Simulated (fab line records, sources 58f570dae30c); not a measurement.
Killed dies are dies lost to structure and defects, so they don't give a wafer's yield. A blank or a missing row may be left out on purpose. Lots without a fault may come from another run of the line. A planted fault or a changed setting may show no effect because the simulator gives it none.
Which tool did it? | flow berkeley_cmos170 | 14 lots, 42 wafers sampled, at 2 steps of a route of 331

WHAT THE GAUGES READ, wafer by wafer
UCB170_NLDD_TW_MEAS_11. Usual: NLDD_TW 2222, standard deviation 24.
lot  | measured     | on            | NLDD_TW        | flag
L773 | day 6 20:10  | film_metro-04 | 2218 2212 2206 |
L775 | day 8 00:35  | film_metro-02 | 2179 2179 2171 |
L778 | day 8 01:01  | film_metro-04 | 2218 2222 2226 |
L776 | day 8 01:34  | film_metro-02 | 2179 2188 2179 |
L777 | day 8 02:07  | film_metro-02 | 2183 2182 2174 |
L779 | day 8 22:35  | film_metro-04 | 2219 2229 2223 |
L780 | day 8 23:02  | film_metro-04 | 2208 2230 2226 |
L781 | day 9 05:53  | film_metro-02 | 2201 2187 2190 |
L783 | day 9 06:10  | film_metro-03 | 2233 2238 2239 |
L789 | day 10 08:12 | film_metro-03 | 2243 2249 2232 |
L788 | day 10 09:04 | film_metro-03 | 2116 2124 2129 | OFF
L786 | day 10 10:11 | film_metro-03 | 2127 2140 2126 | OFF
L794 | day 11 13:10 | film_metro-03 | 2243 2241 2252 |
L793 | day 11 13:23 | film_metro-03 | 2249 2238 2251 |

WHICH TOOL RAN EACH LOT (tool, then ch and the chambers of the sampled wafers, then the start)
lot  | UCB170_NLDD_IMPLANT_09
L773 | implanter-01 ch 0, day 6 19:55
L775 | implanter-03 ch 0, day 8 00:20
L778 | implanter-01 ch 0, day 8 00:46
L776 | implanter-01 ch 0, day 8 01:19
L777 | implanter-03 ch 0, day 8 01:52
L779 | implanter-03 ch 0, day 8 22:20
L780 | implanter-01 ch 0, day 8 22:47
L781 | implanter-03 ch 0, day 9 05:38
L783 | implanter-04 ch 0, day 9 05:56
L789 | implanter-01 ch 0, day 10 07:59
L788 | implanter-04 ch 0, day 10 08:50
L786 | implanter-04 ch 0, day 10 09:56
L794 | implanter-01 ch 0, day 11 12:57
L793 | implanter-03 ch 0, day 11 13:08
- UCB170_NLDD_IMPLANT_09

WHAT THE TOOLS THEMSELVES READ (means of the sampled wafers that have a number; where no wafer has one, the mark that the record gives instead)
UCB170_NLDD_IMPLANT_09. Usual: beam_energy_keV 29.997, standard deviation 0.0096; dose_ions_cm2 5e+13, standard deviation 5e+10.
lot  | tool         | beam_energy_keV | dose_ions_cm2 | flag
L773 | implanter-01 | 30.001          | 5e+13         |
L775 | implanter-03 | 30.004          | 5e+13         |
L778 | implanter-01 | 29.994          | 5e+13         |
L776 | implanter-01 | 29.989          | 5e+13         |
L777 | implanter-03 | 30.002          | 5e+13         |
L779 | implanter-03 | 29.999          | 5e+13         |
L780 | implanter-01 | 30.011          | 5e+13         |
L781 | implanter-03 | 29.996          | 5e+13         |
L783 | implanter-04 | 29.996          | 5e+13         |
L789 | implanter-01 | 30.004          | 5e+13         |
L788 | implanter-04 | 19.494          | 5e+13         | OFF
L786 | implanter-04 | 19.484          | 5e+13         | OFF
L794 | implanter-01 | 30.002          | 5e+13         |
L793 | implanter-03 | 30.002          | 5e+13         |

THE ANSWER, worked out from the rows above alone
Rule: a lot is off if the mean of its wafers that have a number lies more than 3 standard deviations from the usual mean. A lot without any number at a reading at which 4 lots or more have one is off too. The other lots that the step has rows for count as sound. The gauges are gone through in route order, then the tools' own readings, and for those a lot's mean is taken as printed above. The first step at which some lot is off is used, and at that step the reading that is off furthest; a lot without a number counts as furthest.
Off: L788, L786, at UCB170_NLDD_TW_MEAS_11 (NLDD_TW).
A tool fits if, at a process step before that reading, it ran every lot that is off, and no sound lot after the first of them. The gauges at UCB170_NLDD_TW_MEAS_11 aren't tried: what is off there is off at UCB170_NLDD_IMPLANT_09 too, on other tools, and a gauge's error can't cause that. One fits: implanter-04 at UCB170_NLDD_IMPLANT_09. Its last sound lot is L783 (day 9 05:56), its first lot that is off L788 (day 10 08:50): a fault that began between those two fits.
The tool's own readings at UCB170_NLDD_IMPLANT_09 bear it out: on the lots that are off they differ by more than 5 times the standard deviation of the sound lots' means. beam_energy_keV reads 19.489 there against 30.000 on the sound lots.

WHAT THE SIMULATOR HAD PUT IN
Process parameter drift: implanter-04, from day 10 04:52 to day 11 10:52, at UCB170_NLDD_IMPLANT_09. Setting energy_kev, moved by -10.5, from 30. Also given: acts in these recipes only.
Lots struck among those shown: L788, L786. The rule above found the same.
